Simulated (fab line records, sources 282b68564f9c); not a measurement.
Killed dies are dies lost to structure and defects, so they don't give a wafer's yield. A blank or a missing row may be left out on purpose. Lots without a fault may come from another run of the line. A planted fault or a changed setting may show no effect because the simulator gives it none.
Which tool did it? | flow rit_cmos | 7 lots, 21 wafers sampled, at 3 steps of a route of 202

WHAT THE GAUGES READ, wafer by wafer
RIT_PWELL_TW_MEAS_10.
lot  | measured    | on            | PWELL_TW
L921 | day 2 11:22 | film_metro-04 | 951 949 944
L923 | day 2 20:10 | film_metro-01 | 964 960 961
L925 | day 3 05:04 | film_metro-01 | 947 953 953
L927 | day 3 20:12 | film_metro-04 | 947 950 947
L929 | day 4 07:08 | film_metro-04 | 952 949 947
L932 | day 4 21:16 | film_metro-02 | 1186 1192 1192
L941 | day 6 15:15 | film_metro-04 | 945 952 947

WHICH TOOL RAN EACH LOT (tool, then ch and the chambers of the sampled wafers, then the start)
lot  | RIT_NWELL_STRIP_09                  | RIT_PWELL_IMPLANT_08
L921 | plasma_asher-01 ch 0,1, day 2 09:31 | implanter-01 ch 0, day 2 11:04
L923 | plasma_asher-01 ch 0,1, day 2 18:18 | implanter-03 ch 0, day 2 19:50
L925 | plasma_asher-04 ch 0,1, day 3 03:20 | implanter-03 ch 0, day 3 04:44
L927 | plasma_asher-04 ch 0,1, day 3 18:28 | implanter-03 ch 0, day 3 19:52
L929 | plasma_asher-04 ch 0,1, day 4 05:20 | implanter-01 ch 0, day 4 06:50
L932 | plasma_asher-01 ch 0,1, day 4 19:32 | implanter-01 ch 0, day 4 20:57
L941 | plasma_asher-04 ch 0,1, day 6 13:23 | implanter-02 ch 0, day 6 14:56
- RIT_NWELL_STRIP_09: strips in O2, time 180 s.
- RIT_PWELL_IMPLANT_08

THE ANSWER, worked out from the rows above alone
Rule: what is usual is taken from the lots themselves. Put in order of their means at a reading, lots are off if they are a third of the lots or fewer, leave a main group of 4 or more, and stand apart from it by a gap of 3 or more times the standard deviation of the main group's means; of several such gaps the widest counts. A main group whose means are all the same, to the digits that the tables above print for the reading, isn't used. A lot without any number at a reading at which 4 lots or more have one is off too. The other lots that the step has rows for count as sound.
Off: L932, at RIT_PWELL_TW_MEAS_10 (PWELL_TW). The main group: mean 951, standard deviation 4.9.
A tool fits if, at a process step before that reading, it ran every lot that is off, and no sound lot after the first of them. The gauges at RIT_PWELL_TW_MEAS_10 are tried like those tools. Can't be told from this: 3 tools fit, plasma_asher-01 at RIT_NWELL_STRIP_09, implanter-01 at RIT_PWELL_IMPLANT_08, film_metro-02 at RIT_PWELL_TW_MEAS_10.

WHAT THE SIMULATOR HAD PUT IN
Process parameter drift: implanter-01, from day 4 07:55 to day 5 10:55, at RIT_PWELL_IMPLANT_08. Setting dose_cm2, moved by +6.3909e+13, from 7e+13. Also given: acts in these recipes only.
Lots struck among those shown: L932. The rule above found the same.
